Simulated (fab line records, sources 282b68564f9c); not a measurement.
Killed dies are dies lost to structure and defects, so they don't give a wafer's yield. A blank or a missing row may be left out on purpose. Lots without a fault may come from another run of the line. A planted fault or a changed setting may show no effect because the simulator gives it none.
Split-lot experiment | flow rit_cmos | 5 lots, 23 wafers read, on a route of 202 steps

THE SPLIT
At RIT_PLDD_IMPLANT_08, the setting dose_cm2 was moved away from the recipe's 9e+14 on 6 of the 23 wafers read, by -7.1% to +5.9%. The other wafers ran this setting at the recipe's value.

FROM THE SPLIT TO THE READING: what the file shows between them, 1 step
- RIT_PLDD_STRIP_09: strips in O2, time 180 s

THE READING
PLDD_TW, at RIT_PLDD_TW_MEAS_10. Fault-free wafers of this fab line usually give 2368, standard deviation 19.

wafer  | tool, chamber at the split | dose_cm2 as run | against the recipe | PLDD_TW | against lot-mates on the recipe
L074.1 | implanter-02, 0            | 9e+14           | recipe             | 2383    | -
L074.2 | implanter-02, 0            | 9e+14           | recipe             | 2382    | -
L074.3 | implanter-02, 0            | 9e+14           | recipe             | 2393    | -
L074.4 | implanter-02, 0            | 8.357e+14       | -7.1%              | 2333    | -53
L074.5 | implanter-02, 0            | 8.357e+14       | -7.1%              | 2335    | -51
L080.1 | implanter-03, 0            | 9e+14           | recipe             | 2396    | -
L080.2 | implanter-03, 0            | 9e+14           | recipe             | 2397    | -
L080.4 | implanter-03, 0            | 9e+14           | recipe             | 2402    | -
L080.5 | implanter-03, 0            | 9e+14           | recipe             | 2396    | -
L080.6 | implanter-03, 0            | 9e+14           | recipe             | 2402    | -
L081.1 | implanter-02, 0            | 9e+14           | recipe             | 2357    | -
L081.2 | implanter-02, 0            | 9e+14           | recipe             | 2371    | -
L081.3 | implanter-02, 0            | 9.226e+14       | +2.5%              | 2378    | +18
L081.4 | implanter-02, 0            | 9e+14           | recipe             | 2353    | -
L081.5 | implanter-02, 0            | 9.226e+14       | +2.5%              | 2373    | +13
L082.1 | implanter-03, 0            | 9e+14           | recipe             | 2348    | -
L082.3 | implanter-03, 0            | 9e+14           | recipe             | 2356    | -
L082.6 | implanter-03, 0            | 9e+14           | recipe             | 2357    | -
L085.1 | implanter-03, 0            | 9e+14           | recipe             | 2349    | -
L085.3 | implanter-03, 0            | 9.53e+14        | +5.9%              | 2392    | +39
L085.4 | implanter-03, 0            | 9e+14           | recipe             | 2350    | -
L085.5 | implanter-03, 0            | 9e+14           | recipe             | 2361    | -
L085.6 | implanter-03, 0            | 9.53e+14        | +5.9%              | 2400    | +47

THE FIT
A straight line over all 23 wafers: PLDD_TW changes by +4.58 for each +1% of dose_cm2; r = +0.59; the points scatter about the line by 19.
The same after taking each lot's own level away (the mean of its wafers on the recipe; 23 wafers): +7.18 for each +1%; r = +0.98; scatter 4.8.
On that fit, the largest move of dose_cm2 shifts the reading by 51.
The lots' own levels span 2353.3 to 2398.6, that is 2.4 times the standard deviation above.
So the lot-to-lot level blurs the effect unless lot-mates are compared.
Check: with one of the wafers moved furthest among these (-7.1%) left out of the fit, the line predicts -50.9 for it against its lot-mates. It came out at -53 against them.

OTHER SPLITS ON THESE WAFERS
These wafers also went through other splits before the reading. Each is held against what the fit with the lots' levels taken away leaves over:
other split on the same wafers   | wafers away from the commonest value | r with PLDD_TW (lot level and that fit taken away)
RIT_ACTIVE_COAT_06 spin_rpm      | 9                                    | +0.06
RIT_NWELL_COAT_01 spin_rpm       | 10                                   | -0.16
RIT_NWELL_IMPLANT_08 energy_kev  | 7                                    | +0.34
RIT_PWELL_COAT_01 spin_rpm       | 7                                    | +0.14
RIT_PWELL_IMPLANT_08 dose_cm2    | 6                                    | +0.11
RIT_NRETRO_COAT_01 spin_rpm      | 9                                    | -0.16
RIT_NRETRO_IMPLANT_08 dose_cm2   | 10                                   | +0.31
RIT_PRETRO_IMPLANT_08 energy_kev | 4                                    | -0.01
RIT_REOX_OXIDATION_03 ox_time_s  | 15                                   | +0.08
RIT_NLDD_IMPLANT_08 energy_kev   | 6                                    | -0.37

THE FILE'S OWN FIT
PLDD_TW changes by +7.22 for each +1% of dose_cm2, r = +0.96.
